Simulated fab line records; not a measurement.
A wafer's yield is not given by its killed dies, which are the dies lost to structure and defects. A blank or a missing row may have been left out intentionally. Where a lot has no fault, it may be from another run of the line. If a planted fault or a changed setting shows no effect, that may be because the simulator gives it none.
8D (eight disciplines) problem report, filled in by code || flow berkeleyCmos170 || the parts of the form that need people (team, actions taken, sign-off) are left out

1. PROBLEM STATEMENT
PLDD_RS at UCB170_SDANNEAL_RS_MEAS_04 reads a mean of 1005.0 ohm/sq on 9 wafers of 3 lots; wafers without a fault read 1031.7 ohm/sq with a standard deviation of 2.8. That puts it -9.5 standard deviations away from the usual mean.
The step: measures by four-point-probe.
First seen on wafer L611.1, day 10 16:48, on filmMetro-04. The record holds 45 wafers of 15 lots with a number at this step. The rule behind "out" and "out of limits": a value lying over 4 standard deviations away from the usual mean. The other wafers with a number count as sound.

2. WHAT IT IS, WHAT IT ISN'T
{"question": "which readings at this step", "is": "PLDD_RS", "is not": "-"}
{"question": "which lots", "is": "L611, L612, L613", "is not": "L593, L594, L595, L597, L598, L599, L600, L601, L602, L608, L609, L616"}
{"question": "which wafers of those lots", "is": "all that have a number", "is not": "-"}
{"question": "read on which gauges", "is": "filmMetro-01, filmMetro-03, filmMetro-04", "is not": "-"}
{"question": "when", "is": "from day 10 16:48", "is not": "up to then (33 sound wafers); but 3 sound wafers of L616 came after"}

3. WHAT RULES OUT EACH SUSPECT
Counting: any tool at a process step up to the reading is kept as a suspect provided that every lot that is out went through it and no sound lot did after the first of them.
- the gauge at UCB170_SDANNEAL_RS_MEAS_04 is ruled out. Those wafers that are out were read across 3 gauges (filmMetro-01, filmMetro-03, filmMetro-04).
- furnace-04 at UCB170_SPACER_ANNEAL_02 (time 1800 s): kept. It processed each lot that is out, first L611 at day 10 06:11, and no sound lot thereafter; up to then, the last sound lot it processed was L608 at day 9 16:24. On those wafers its own readings are out: spikeTcLoadC, tubeCenterTempC, tube_center_temp_C_max.
After counting, what remains is furnace-04 at UCB170_SPACER_ANNEAL_02.

4. THE CAUSE (what the simulator had put in)
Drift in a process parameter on furnace-04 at UCB170_SPACER_ANNEAL_02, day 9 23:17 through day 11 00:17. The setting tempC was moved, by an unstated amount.
The count eliminated every tool but this one.

5. THE CHAIN OF EFFECTS, in route order
One row per reading whose mean, taken over the struck wafers that have a number, lies over 3 standard deviations from the usual. Only readings whose record carries a usual standard deviation are examined. hours: median over the lots of the time between each lot's start at the first step of this table that gives one and its start at this step. sigmas: the change, counted in usual standard deviations.
{"hours": 0, "step": "UCB170_SPACER_ANNEAL_02", "reading": "spikeTcCentreC", "usual": "902.3 C", "on struck wafers": 908.5, "change": "+6.2", "sigmas": "+3.6"}
{"hours": 0, "step": "UCB170_SPACER_ANNEAL_02", "reading": "spikeTcLoadC", "usual": "925.7 C", "on struck wafers": 933.0, "change": "+7.3", "sigmas": "+6.6"}
{"hours": 0, "step": "UCB170_SPACER_ANNEAL_02", "reading": "tubeCenterTempC", "usual": "900.01 C", "on struck wafers": 907.67, "change": "+7.66", "sigmas": "+96"}
{"hours": 0, "step": "UCB170_SPACER_ANNEAL_02", "reading": "tube_center_temp_C_max", "usual": 902.3, "on struck wafers": 910.0, "change": "+7.7", "sigmas": "+20"}
{"hours": 11, "step": "UCB170_SDANNEAL_RS_MEAS_04", "reading": "PLDD_RS", "usual": "1031.7 ohm/sq", "on struck wafers": 1005.0, "change": -26.7, "sigmas": -9.5}
Here are the process steps it includes:
- UCB170_SPACER_ANNEAL_02: time 1800 s.

6. WHAT WOULD HAVE CAUGHT IT SOONER
18 hours passed between the start of the fault at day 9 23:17 and the first reading out of limits at a measuring or inspecting step in this record, taken at day 10 16:48.
At UCB170_SPACER_ANNEAL_02, the tool's own readings (spikeTcLoadC, tubeCenterTempC, tube_center_temp_C_max) were out on each struck wafer the step has a row for, so an alarm limit on them would have fired on the first such wafer.
All the lots that are out (3) had begun UCB170_SPACER_ANNEAL_02 on furnace-04 by day 10 16:48. Tool hold at that time: it would have spared none of them.
